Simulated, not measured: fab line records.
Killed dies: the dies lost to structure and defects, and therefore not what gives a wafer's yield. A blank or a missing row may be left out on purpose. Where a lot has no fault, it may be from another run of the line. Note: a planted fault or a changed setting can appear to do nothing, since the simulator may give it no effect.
fab line records    flow berkeleyCmos170    part 1 of 2: steps 1 to 30 of 41
record: lots: 5  wafers: 15  lastDay: 12
route steps=331 shown PWELL@41 WELLDRIVE@55 ACTIVE@60 PFIELD@79
lots that met no fault: from a run of the same line without faults
startH: the number of hours between the record's first day and the start of the first shown wafer of the lot    waitH: hours elapsed since this lot's preceding step    " unchanged from the row above    L1.1+2: a single row standing in for several wafers    - no value, or no start was given    * or withheld: withheld    < > ~ a bound
route shown NAME@n: NAME is a module with steps in the file, n the number in the route of the first one    usual: mean/standard deviation of fault-free wafers    same: alike in all rows    chamber/n: place in a boat    sites: each site's reading    _std_site: standard deviation of those values    _edge_site: the outer-site mean with the inner-site mean subtracted    radiusMm: for every site, how far away it sits from the centre of the wafer    mask NAME#n: copy n    behind: the last tool/chamber to shape the wafer    hold: why the lot was held/for how many hours/how that ended    device: the transistor (n, p or np) that didn't switch    end of line: the route-end tests of the same wafers    for a step that has no rows: nothing shown but its recipe    killed: count of dies lost to structure and defects at first sort (not the wafer's yield)    map: shows each die of a wafer: x if killed, . if not, _ if none is there
set.NAME: the run value of the setting; set.NAME@STEP: its run value at that earlier step    model.NAME: the simulator's own value behind a step, which no gauge read
lots seen at some steps along the route; tables by step, rows by wafer
services: a tool's chamber out of use, with start hour (startH, from the record's first day; less than 0 if before it), hours out, and reason
== steps ==
step: UCB170_PWELL_HMDS_07
recipe: primeTimeS: 60  primeTempC: 100
lot.wafer   tool           chamber  startH  waitH
L074.1+3+6  lithoTrack-01  0        50.40   0.1
L084.1+2+5  lithoTrack-01  0        102.43  0.2
L090.1+2+4  lithoTrack-03  0        134.41  0.2
L093.1+2+5  lithoTrack-04  0        156.46  0.1
L094.2+4+5  lithoTrack-04  0        160.31  0.4
step: UCB170_PWELL_COAT_08
recipe: resist: KrF  spinRpm: 1500  resistThkNm: 900
lot.wafer   tool           chamber  startH  waitH
L074.1+3+6  lithoTrack-01  0        50.55   0.1
L084.1+2+5  lithoTrack-01  0        102.58  0.1
L090.1+2+4  lithoTrack-03  0        134.56  0.1
L093.1+2+5  lithoTrack-04  0        156.61  0.1
L094.2+4+5  lithoTrack-04  0        160.46  0.1
step: UCB170_PWELL_SOFTBAKE_09
recipe: resist: KrF  tempC: 130  timeS: 60
same: timeS: 60
lot.wafer   tool           chamber  startH  waitH
L074.1+3+6  lithoTrack-01  0        50.70   0.1
L084.1+2+5  lithoTrack-01  0        102.73  0.1
L090.1+2+4  lithoTrack-03  0        134.71  0.1
L093.1+2+5  lithoTrack-04  0        156.76  0.1
L094.2+4+5  lithoTrack-04  0        160.61  0.1
step: UCB170_PWELL_EXPOSE_10
recipe: maskId: PWELL  targetCdNm: 3000  na: 0.5  sigmaOuter: 0.6  sourceShape: conventional  doseMj: 19
usual: focusOffsetNm: -0.1/0.54
lot.wafer  tool           chamber  startH  waitH  mask     focusOffsetNm
L074.1     krfScanner-02  0        50.97   0.2    PWELL#0  0.1
L074.3     "              0        "       "      PWELL#0  -0.2
L074.6     "              0        "       "      PWELL#0  -0.6
L084.1     krfScanner-01  0        103.31  0.6    PWELL#0  -0.7
L084.2     "              0        "       "      PWELL#0  -0.7
L084.5     "              0        "       "      PWELL#0  -0.3
L090.1     krfScanner-02  0        134.99  0.3    PWELL#0  -1.4
L090.2     "              0        "       "      PWELL#0  0.5
L090.4     "              0        "       "      PWELL#0  -0.6
L093.1     krfScanner-01  0        156.91  0.1    PWELL#0  0.0
L093.2     "              0        "       "      PWELL#0  -0.6
L093.5     "              0        "       "      PWELL#0  -0.4
L094.2     krfScanner-01  0        161.01  0.4    PWELL#0  0.0
L094.4     "              0        "       "      PWELL#0  0.2
L094.5     "              0        "       "      PWELL#0  0.1
step: UCB170_PWELL_PEB_11
recipe: pebTempC: 130  pebTimeS: withheld  resist: KrF
lot.wafer   tool           chamber  startH  waitH
L074.1+3+6  lithoTrack-01  0        51.09   0.1
L084.1+2+5  lithoTrack-03  0        103.58  0.3
L090.1+2+4  lithoTrack-01  0        135.11  0.1
L093.1+2+5  lithoTrack-03  0        157.03  0.1
L094.2+4+5  lithoTrack-03  0        161.28  0.3
step: UCB170_PWELL_DEVELOP_12
recipe: developer: TMAH  developTimeS: 45  resist: KrF  devTempC: 21
lot.wafer   tool           chamber  startH  waitH
L074.1+3+6  lithoTrack-01  0        -       -
L084.1+2+5  lithoTrack-03  0        -       -
L090.1+2+4  lithoTrack-01  0        -       -
L093.1+2+5  lithoTrack-03  0        -       -
L094.2+4+5  lithoTrack-03  0        -       -
step: UCB170_PWELL_OVL_MEAS_13
usual: PWELL_OVL: 2/5.1
lot.wafer  tool        chamber  startH  waitH  PWELL_OVL[nm]
L074.1     overlay-01  -        51.36   -      -1
L074.3     "           -        "       "      -9
L074.6     "           -        "       "      -8
L084.1     overlay-01  -        103.85  -      14
L084.2     "           -        "       "      9
L084.5     "           -        "       "      7
L090.1     overlay-02  -        135.39  -      -6
L090.2     "           -        "       "      -7
L090.4     "           -        "       "      -8
L093.1     overlay-02  -        157.30  -      -3
L093.2     "           -        "       "      6
L093.5     "           -        "       "      4
L094.2     overlay-01  -        161.53  -      2
L094.4     "           -        "       "      -1
L094.5     "           -        "       "      -3
step: UCB170_PWELL_ETCH_14
recipe: chemistry: CH3F/Ar/O2  target: Si3N4  stopOn: SiO2  CH3F_flow_sccm: 20  Ar_flow_sccm: 50  O2_flow_sccm: 7  pressureMtorr: 50  rfW: 450  targetDepthA: 2420  overEtchFrac: 0.1  timeS: 151
usual: CH3F_flow_sccm: 20.00/0.064  chamberPressureMTorr: 50.00/0.048  drypumpMotorCurrentA: 5.58/0.27  oesProductAu: 0.948/0.016  rfFwdPowerW: 448.1/1.4  throttleValvePct: 8.03/0.14
same: timeS: 151
lot.wafer  tool        chamber  startH  waitH  CH3F_flow_sccm  chamberPressureMTorr  drypumpMotorCurrentA  oesProductAu  rfFwdPowerW  rfHoursCounterH  throttleValvePct
L074.1     rieDiel-04  2        51.40   0.0    20.09           50.06                 5.14                  0.954         447.1        141              8.09
L074.3     "           1        "       "      19.92           49.94                 5.71                  0.928         448.2        111              7.99
L074.6     "           0        "       "      20.05           49.95                 5.43                  0.938         448.2        -                7.99
L084.1     rieDiel-04  1        103.89  0.0    19.99           50.06                 5.72                  0.917         446.8        112              7.99
L084.2     "           2        "       "      20.09           50.02                 5.16                  0.954         447.6        143              8.09
L084.5     "           0        "       "      19.90           50.03                 5.44                  0.931         447.9        -                7.99
L090.1     rieDiel-03  3        135.42  0.0    19.99           50.07                 5.71                  0.965         447.4        18               7.70
L090.2     "           1        "       "      19.95           50.00                 5.22                  0.956         448.3        2                8.31
L090.4     "           3        "       "      19.98           49.99                 5.74                  0.964         446.8        -                7.69
L093.1     rieDiel-03  3        157.34  0.0    20.03           50.01                 5.71                  0.967         448.4        19               7.68
L093.2     "           0        "       "      19.94           49.92                 5.31                  0.960         449.8        99               8.04
L093.5     "           1        "       "      20.09           50.03                 5.21                  0.959         450.1        -                8.29
L094.2     rieDiel-03  0        161.56  0.0    20.05           50.01                 5.35                  0.953         447.6        99               8.03
L094.4     "           1        "       "      20.14           50.00                 5.21                  0.953         448.4        4                8.31
L094.5     "           1        "       "      20.01           49.97                 5.20                  0.953         450.0        -                8.31
step: UCB170_PWELL_IMPLANT_15
recipe: species: B  doseCm2: 5e+12  energyKev: 59.28  tiltDeg: 7
lot.wafer   tool          chamber  startH  waitH
L074.1+3+6  implanter-01  0        51.50   0.1
L084.1+2+5  implanter-04  0        103.99  0.1
L090.1+2+4  implanter-01  0        135.52  0.1
L093.1+2+5  implanter-02  0        157.44  0.1
L094.2+4+5  implanter-04  0        161.69  0.1
step: UCB170_PWELL_STRIP_16
recipe: chemistry: O2  powerW: 400  pressureMtorr: 3500  platenTempC: withheld  o2FlowSccm: 400  overashFraction: 0.5
usual: chamberPressureMTorr: 3500.3/2.8  drypumpMotorCurrentA: 6.0/0.51  oesProductAu: 0.720/0.0044  stripTimeToEndpointS: 18.07/0.11
lot.wafer  tool            chamber  startH  waitH  chamberPressureMTorr  drypumpMotorCurrentA  oesProductAu  rfHoursCounterH  stripTimeToEndpointS
L074.1     plasmaAsher-01  0        51.65   0.1    3507.0                6.1                   0.719         34               18.02
L074.3     "               0        "       "      3502.9                6.1                   0.720         -                18.29
L074.6     "               1        "       "      3502.5                6.3                   0.723         -                18.24
L084.1     plasmaAsher-02  1        104.14  0.1    3501.6                6.3                   0.717         39               18.41
L084.2     "               0        "       "      3497.8                6.3                   0.719         39               18.09
L084.5     "               0        "       "      3496.0                6.3                   0.722         -                18.30
L090.1     plasmaAsher-01  1        135.67  0.1    3501.2                6.2                   0.721         43               18.03
L090.2     "               0        "       "      3502.1                6.1                   0.731         43               18.00
L090.4     "               1        "       "      3505.9                6.2                   0.715         -                17.92
L093.1     plasmaAsher-02  1        157.59  0.1    3501.5                6.2                   0.714         4                17.86
L093.2     "               0        "       "      3498.2                6.3                   0.726         4                17.94
L093.5     "               0        "       "      3502.3                6.3                   0.718         -                17.90
L094.2     plasmaAsher-04  1        161.81  0.1    3502.3                4.8                   0.723         31               18.06
L094.4     "               1        "       "      3501.7                4.8                   0.719         -                18.02
L094.5     "               0        "       "      3499.3                6.3                   0.717         -                17.98
step: UCB170_PWELL_TW_MEAS_17
usual: PWELL_TW: 380/3.2
lot.wafer  tool          chamber  startH  waitH  PWELL_TW
L074.1     filmMetro-04  -        51.75   0.1    377
L074.3     "             -        "       "      380
L074.6     "             -        "       "      378
L084.1     filmMetro-03  -        104.24  0.1    381
L084.2     "             -        "       "      384
L084.5     "             -        "       "      382
L090.1     filmMetro-01  -        135.77  0.1    376
L090.2     "             -        "       "      377
L090.4     "             -        "       "      376
L093.1     filmMetro-03  -        157.69  0.1    384
L093.2     "             -        "       "      382
L093.5     "             -        "       "      382
L094.2     filmMetro-04  -        161.92  0.1    378
L094.4     "             -        "       "      378
L094.5     "             -        "       "      380
step: UCB170_PWELL_CLEAN_18
recipe: chemistry: SPM  tempC: 120  timeS: 600
same: timeS: 600
lot.wafer   tool         chamber  startH  waitH
L074.1+3+6  wetBench-04  1        51.81   0.1
L084.1+2+5  wetBench-03  2        104.31  0.1
L090.1+2+4  wetBench-04  3        135.89  0.1
L093.1+2+5  wetBench-03  1        158.35  0.6
L094.2+4+5  wetBench-04  1        162.08  0.1
step: UCB170_PWELL_WET_ETCH_19
recipe: chemistry: H3PO4  target: Si3N4  tempC: 160  timeS: 14400
same: timeS: 14400
lot.wafer   tool         chamber  startH  waitH
L074.1+3+6  wetBench-04  1        51.98   0.0
L084.1+2+5  wetBench-03  0        104.48  0.0
L090.1+2+4  wetBench-04  1        136.08  0.0
L093.1+2+5  wetBench-03  0        158.52  0.0
L094.2+4+5  wetBench-03  0        162.53  0.3
step: UCB170_PWELL_WET_ETCH_20
recipe: chemistry: BOE  dilution: 5:1  target: SiO2  tempC: 25  timeS: 22
same: timeS: 22
lot.wafer   tool         chamber  startH  waitH
L074.1+3+6  wetBench-04  1        56.02   0.0
L084.1+2+5  wetBench-03  0        108.91  0.4
L090.1+2+4  wetBench-04  2        140.09  0.0
L093.1+2+5  wetBench-02  3        166.25  3.7
L094.2+4+5  wetBench-02  3        166.64  0.1
step: UCB170_WELLDRIVE_CLEAN_00
recipe: chemistry: SPM  tempC: 120  timeS: 600
same: timeS: 600
lot.wafer   tool         chamber  startH  waitH
L074.1+3+6  wetBench-04  1        56.03   0.0
L084.1+2+5  wetBench-02  0        109.98  1.1
L090.1+2+4  wetBench-04  3        140.11  0.0
L093.1+2+5  wetBench-02  2        166.66  0.4
L094.2+4+5  wetBench-02  1        166.85  0.2
step: UCB170_WELLDRIVE_OXIDATION_01
recipe: tempC: 1100  ambient: O2  targetThkA: 1990  oxTimeS: 9000
usual: oxTempCMax: 1105.0/1.2  spikeTcSourceC: 1125.6/1
lot.wafer  tool        chamber  startH  waitH  oxTempCMax  spikeTcSourceC
L074.1     furnace-01  0        60.27   4.1    1105.5      1126.6
L074.3     "           0        "       "      1104.8      1126.5
L074.6     "           0        "       "      1104.9      1124.4
L084.1     furnace-04  0        112.19  2.0    1104.9      1124.9
L084.2     "           0        "       "      1107.3      1126.5
L084.5     "           0        "       "      1106.7      1126.5
L090.1     furnace-01  0        145.22  4.9    1106.4      1125.1
L090.2     "           0        "       "      1105.6      1126.8
L090.4     "           0        "       "      1107.4      1124.5
L093.1     furnace-02  0        169.60  2.8    1105.1      1124.6
L093.2     "           0        "       "      1103.7      1123.9
L093.5     "           0        "       "      1103.8      1125.0
L094.2     furnace-02  0        169.60  2.6    1103.5      1126.7
L094.4     "           0        "       "      1103.0      1124.7
L094.5     "           0        "       "      1103.0      1125.1
step: UCB170_WELLDRIVE_THK_MEAS_02
recipe: reads: SiO2_of_WELLDRIVE_OXIDATION_01
usual: WELLDRIVE_OXIDE_THK: 198/4.1
lot.wafer  tool          chamber  startH  waitH  WELLDRIVE_OXIDE_THK[nm]
L074.1     filmMetro-04  -        63.77   0.0    203
L074.3     "             -        "       "      200
L074.6     "             -        "       "      206
L084.1     filmMetro-01  -        115.69  0.0    194
L084.2     "             -        "       "      191
L084.5     "             -        "       "      193
L090.1     filmMetro-04  -        148.72  0.0    202
L090.2     "             -        "       "      204
L090.4     "             -        "       "      204
L093.1     filmMetro-01  -        173.10  0.0    204
L093.2     "             -        "       "      203
L093.5     "             -        "       "      200
L094.2     filmMetro-01  -        173.23  0.1    198
L094.4     "             -        "       "      201
L094.5     "             -        "       "      200
step: UCB170_WELLDRIVE_ANNEAL_03
recipe: tempC: 1100  timeS: 900  ambient: N2
usual: spikeTcSourceC: 1125.5/1
same: timeS: 900
lot.wafer  tool        chamber  startH  waitH  spikeTcSourceC
L074.1     furnace-04  0        66.70   2.9    1124.1
L074.3     "           0        "       "      1125.1
L074.6     "           0        "       "      1123.7
L084.1     furnace-02  0        121.83  6.1    1124.2
L084.2     "           0        "       "      1126.8
L084.5     "           0        "       "      1126.8
L090.1     furnace-02  0        153.73  5.0    1127.0
L090.2     "           0        "       "      1126.0
L090.4     "           0        "       "      1126.2
L093.1     furnace-02  0        178.45  5.3    1126.4
L093.2     "           0        "       "      1124.1
L093.5     "           0        "       "      1125.0
L094.2     furnace-02  0        178.45  5.2    1125.7
L094.4     "           0        "       "      1125.2
L094.5     "           0        "       "      1126.3
step: UCB170_WELLDRIVE_WET_ETCH_04
recipe: chemistry: BOE  dilution: 5:1  target: SiO2  tempC: 25  timeS: 120
same: timeS: 120
lot.wafer   tool         chamber  startH  waitH
L074.1+3+6  wetBench-02  3        67.95   0.0
L084.1+2+5  wetBench-03  3        123.08  0.0
L090.1+2+4  wetBench-02  0        154.98  0.0
L093.1+2+5  wetBench-04  2        179.70  0.0
L094.2+4+5  wetBench-04  2        179.70  0.0
step: UCB170_ACTIVE_CLEAN_00
recipe: chemistry: SPM  tempC: 120  timeS: 600
same: timeS: 600
lot.wafer   tool         chamber  startH  waitH
L074.1+3+6  wetBench-03  2        68.00   0.0
L084.1+2+5  wetBench-03  0        123.12  0.0
L090.1+2+4  wetBench-04  1        155.03  0.0
L093.1+2+5  wetBench-04  1        179.74  0.0
L094.2+4+5  wetBench-04  2        179.74  0.0
step: UCB170_ACTIVE_CLEAN_01
recipe: chemistry: dHF  dilution: 25:1  timeS: 60
same: timeS: 60
lot.wafer   tool         chamber  startH  waitH
L074.1+3+6  wetBench-04  0        68.19   0.0
L084.1+2+5  wetBench-03  2        123.30  0.0
L090.1+2+4  wetBench-04  1        155.20  0.0
L093.1+2+5  wetBench-02  1        179.92  0.0
L094.2+4+5  wetBench-02  3        179.92  0.0
step: UCB170_ACTIVE_OXIDATION_02
recipe: tempC: 1000  ambient: O2  targetThkA: 264  oxTimeS: 1260
usual: oxTempCMax: 1004.4/1  spikeTcSourceC: 1024.3/0.95
lot.wafer  tool        chamber  startH  waitH  oxTempCMax  spikeTcSourceC
L074.1     furnace-04  0        71.90   3.7    1005.3      1024.1
L074.3     "           0        "       "      1005.7      1023.0
L074.6     "           0        "       "      1004.3      1025.6
L084.1     furnace-04  0        127.04  3.7    1002.9      1024.9
L084.2     "           0        "       "      1003.7      1023.7
L084.5     "           0        "       "      1004.7      1021.6
L090.1     furnace-02  0        158.48  3.3    1003.2      1025.1
L090.2     "           0        "       "      1003.0      1024.5
L090.4     "           0        "       "      1003.4      1024.9
L093.1     furnace-01  0        185.04  5.1    1004.9      1023.8
L093.2     "           0        "       "      1003.8      1023.0
L093.5     "           0        "       "      1004.3      1024.0
L094.2     furnace-01  0        185.04  5.1    1004.6      1023.1
L094.4     "           0        "       "      1004.3      1024.0
L094.5     "           0        "       "      1004.0      1025.5
step: UCB170_ACTIVE_THK_MEAS_03
recipe: reads: SiO2_of_ACTIVE_OXIDATION_02
usual: ACTIVE_OXIDE_THK: 26.3/0.53
lot.wafer  tool          chamber  startH  waitH  ACTIVE_OXIDE_THK[nm]
L074.1     filmMetro-02  -        73.25   0.0    25.7
L074.3     "             -        "       "      25.8
L074.6     "             -        "       "      25.9
L084.1     filmMetro-03  -        128.39  0.0    26.9
L084.2     "             -        "       "      27.0
L084.5     "             -        "       "      26.1
L090.1     filmMetro-02  -        159.83  0.0    26.5
L090.2     "             -        "       "      26.5
L090.4     "             -        "       "      26.2
L093.1     filmMetro-02  -        186.39  0.0    25.4
L093.2     "             -        "       "      25.1
L093.5     "             -        "       "      25.1
L094.2     filmMetro-04  -        186.40  0.0    26.4
L094.4     "             -        "       "      26.6
L094.5     "             -        "       "      26.5
step: UCB170_ACTIVE_ANNEAL_04
recipe: tempC: 1000  timeS: 900  ambient: N2
usual: spikeTcSourceC: 1023.9/1.1
same: timeS: 900
lot.wafer  tool        chamber  startH  waitH  spikeTcSourceC
L074.1     furnace-04  0        77.52   4.3    1024.5
L074.3     "           0        "       "      1023.7
L074.6     "           0        "       "      1025.6
L084.1     furnace-04  0        131.31  2.9    1026.9
L084.2     "           0        "       "      1023.9
L084.5     "           0        "       "      1022.5
L090.1     furnace-04  0        163.16  3.3    1022.8
L090.2     "           0        "       "      1026.0
L090.4     "           0        "       "      1023.5
L093.1     furnace-04  0        190.75  4.4    1023.5
L093.2     "           0        "       "      1023.2
L093.5     "           0        "       "      1024.5
L094.2     furnace-04  0        190.75  4.3    1023.3
L094.4     "           0        "       "      1021.9
L094.5     "           0        "       "      1023.1
step: UCB170_ACTIVE_CVD_05
recipe: material: Si3N4  targetThkNm: 220  tempC: 800  precursor: SiH2Cl2/NH3  timeS: 3300  pressureMtorr: 200  sih2cl2FlowSccm: 25  nh3FlowSccm: 75
usual: spikeTcSourceC: 823.9/3  susceptorTempC: 800.1/0.36
same: timeS: 3300
lot.wafer  tool      chamber  startH  waitH  spikeTcSourceC  susceptorTempC
L074.1     lpcvd-02  0        78.77   0.0    823.9           799.8
L074.3     "         0        "       "      825.1           800.4
L074.6     "         0        "       "      825.1           800.7
L084.1     lpcvd-02  0        133.18  0.6    825.5           799.9
L084.2     "         0        "       "      823.4           800.6
L084.5     "         0        "       "      824.1           800.0
L090.1     lpcvd-02  1        164.41  0.0    824.6           800.6
L090.2     "         1        "       "      825.5           800.0
L090.4     "         1        "       "      826.4           800.1
L093.1     lpcvd-02  0        192.00  0.0    824.5           799.7
L093.2     "         0        "       "      823.5           800.3
L093.5     "         0        "       "      825.0           800.6
L094.2     lpcvd-02  1        192.00  0.0    823.8           799.5
L094.4     "         1        "       "      826.0           800.0
L094.5     "         1        "       "      826.9           800.3
step: UCB170_ACTIVE_THK_MEAS_06
recipe: reads: Si3N4_of_ACTIVE_CVD_05
usual: ACTIVE_NITRIDE_THK: 219.5/2
lot.wafer  tool          chamber  startH  waitH  ACTIVE_NITRIDE_THK[nm]
L074.1     filmMetro-02  -        80.69   0.0    221.4
L074.3     "             -        "       "      221.2
L074.6     "             -        "       "      220.2
L084.1     filmMetro-02  -        135.10  0.0    220.6
L084.2     "             -        "       "      221.1
L084.5     "             -        "       "      220.5
L090.1     filmMetro-03  -        166.33  0.0    217.0
L090.2     "             -        "       "      217.3
L090.4     "             -        "       "      218.3
L093.1     filmMetro-02  -        194.88  0.0    218.3
L093.2     "             -        "       "      217.9
L093.5     "             -        "       "      219.4
L094.2     filmMetro-03  -        194.89  0.0    222.6
L094.4     "             -        "       "      222.3
L094.5     "             -        "       "      222.7
step: UCB170_ACTIVE_HMDS_07
recipe: primeTimeS: 60  primeTempC: 100
lot.wafer   tool           chamber  startH  waitH
L074.1+3+6  lithoTrack-03  0        80.75   0.1
L084.1+2+5  lithoTrack-02  0        135.51  0.4
L090.1+2+4  lithoTrack-02  0        166.39  0.1
L094.2+4+5  lithoTrack-02  0        195.16  0.3
L093.1+2+5  lithoTrack-01  0        195.19  0.3
step: UCB170_ACTIVE_COAT_08
recipe: resist: KrF  spinRpm: 1500  resistThkNm: 900
lot.wafer   tool           chamber  startH  waitH
L074.1+3+6  lithoTrack-03  0        80.90   0.1
L084.1+2+5  lithoTrack-02  0        135.66  0.1
L090.1+2+4  lithoTrack-02  0        166.54  0.1
L094.2+4+5  lithoTrack-02  0        195.31  0.1
L093.1+2+5  lithoTrack-01  0        195.34  0.1
step: UCB170_ACTIVE_SOFTBAKE_09
recipe: resist: KrF  tempC: 130  timeS: 60
same: timeS: 60
lot.wafer   tool           chamber  startH  waitH
L074.1+3+6  lithoTrack-03  0        81.05   0.1
L084.1+2+5  lithoTrack-02  0        135.81  0.1
L090.1+2+4  lithoTrack-02  0        166.69  0.1
L094.2+4+5  lithoTrack-02  0        195.46  0.1
L093.1+2+5  lithoTrack-01  0        195.49  0.1
step: UCB170_ACTIVE_EXPOSE_10
recipe: maskId: ACTIVE  targetCdNm: 1200  na: 0.5  sigmaOuter: 0.6  sourceShape: conventional  doseMj: 20
usual: focusOffsetNm: 0.0/0.57
lot.wafer  tool           chamber  startH  waitH  mask      focusOffsetNm
L074.1     krfScanner-02  0        81.20   0.1    ACTIVE#0  -0.6
L074.3     "              0        "       "      ACTIVE#0  0.3
L074.6     "              0        "       "      ACTIVE#0  0.2
L084.1     krfScanner-02  0        136.08  0.2    ACTIVE#0  -0.5
L084.2     "              0        "       "      ACTIVE#0  -0.3
L084.5     "              0        "       "      ACTIVE#0  0.2
L090.1     krfScanner-01  0        167.22  0.5    ACTIVE#0  -0.5
L090.2     "              0        "       "      ACTIVE#0  -0.2
L090.4     "              0        "       "      ACTIVE#0  0.2
L094.2     krfScanner-01  0        195.73  0.2    ACTIVE#0  0.9
L094.4     "              0        "       "      ACTIVE#0  -0.2
L094.5     "              0        "       "      ACTIVE#0  -0.1
L093.1     krfScanner-02  0        195.95  0.4    ACTIVE#0  0.7
L093.2     "              0        "       "      ACTIVE#0  0.5
L093.5     "              0        "       "      ACTIVE#0  0.6
